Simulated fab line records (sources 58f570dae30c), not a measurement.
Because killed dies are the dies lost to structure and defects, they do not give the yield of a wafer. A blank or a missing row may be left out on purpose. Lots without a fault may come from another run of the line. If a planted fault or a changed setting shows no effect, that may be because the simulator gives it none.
A single fault, viewed from 2 desks ; flow berkeley-cmos170 ; each desk holds nothing but its own numbers, with what lay behind them at the end

THE METROLOGY DESK
Means of the sampled wafers that have a number, per lot and without regard to the tool the lot ran on: this is what the gauges read. If a lot's mean is further than 4 standard deviations from the usual mean, the lot is out of limits and carries the mark OUT (the distance appears in the brackets).
Columns: A = GATE_OVL at UCB170_GATE_OVL_MEAS_13, usual 0 nm; B = cd-nm at UCB170_PSD_CD_MEAS_06, usual 1199.8 nm
lot;first seen here;A;B
L424;day 6 23:38;3;1201.1
L427;day 7 14:26;-3;1200.8
L426;day 7 14:44;0;1200.8
L428;day 8 01:50;2;1198.7
L430;day 8 15:44;-3;1201.1
L432;day 8 23:19;-7;1199.8
L434;day 9 05:01;-6;1199.6
L437;day 9 18:35;2;1199.4
L440;day 10 11:15;-3;1200.7
L442;day 11 02:54;-2;1200.1
L444;day 11 23:19;1;1200.0
L447;day 12 13:41;5;1201.7
L445;day 12 13:53;-7;1199.4
L446;day 12 14:13;-2;1201.5
This desk found nothing out of limits on any of the 14 lots.

TOOL OWNER'S DESK, pvd-sputter-01
The tool's own readings at UCB170_SILICIDE_SPUTTER_01 (material Ti, target thk 30 nm, time 25 s): means of the sampled wafers that have a number, for each lot that ran on this tool. If a lot's mean is further than 4 standard deviations from the usual mean, the lot is out of limits and carries the mark OUT (the distance appears in the brackets).
Columns: A = chamber-pressure-pa at UCB170_SILICIDE_SPUTTER_01, usual 0.5000 Pa; B = throttle-valve-pct at UCB170_SILICIDE_SPUTTER_01, usual 29.3 %
lot;first seen here;A;B
L428;day 8 20:27;0.4995;27.6
L430;day 9 08:02;0.5482 (+54) OUT;27.2
L432;day 9 22:35;0.5474 (+53) OUT;26.7
L447;day 13 05:47;0.5009;27.6
This desk's finding: out of limits on L430, L432; first on L430, day 9 08:02 (chamber-pressure-pa at UCB170_SILICIDE_SPUTTER_01). In limits: L428, L447.

PUT TOGETHER
The tool owner's desk had the chance to raise an alarm at day 9 08:02 on L430, L432.
The metrology desk saw nothing out of limits.
The metrology desk holds a record of L430, L432, inside its limits.
The lots listed all ran UCB170_SILICIDE_SPUTTER_01 on pvd-sputter-01.

WHAT THE SIMULATOR PUT IN
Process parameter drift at UCB170_SILICIDE_SPUTTER_01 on pvd-sputter-01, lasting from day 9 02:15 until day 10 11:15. From 0.5, the setting chamber-pressure-pa moved by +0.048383. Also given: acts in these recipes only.
Struck lots among those shown: L430, L432.
Time in hours from fault onset to the first out-of-limits reading at each desk: the tool owner's desk, 6.
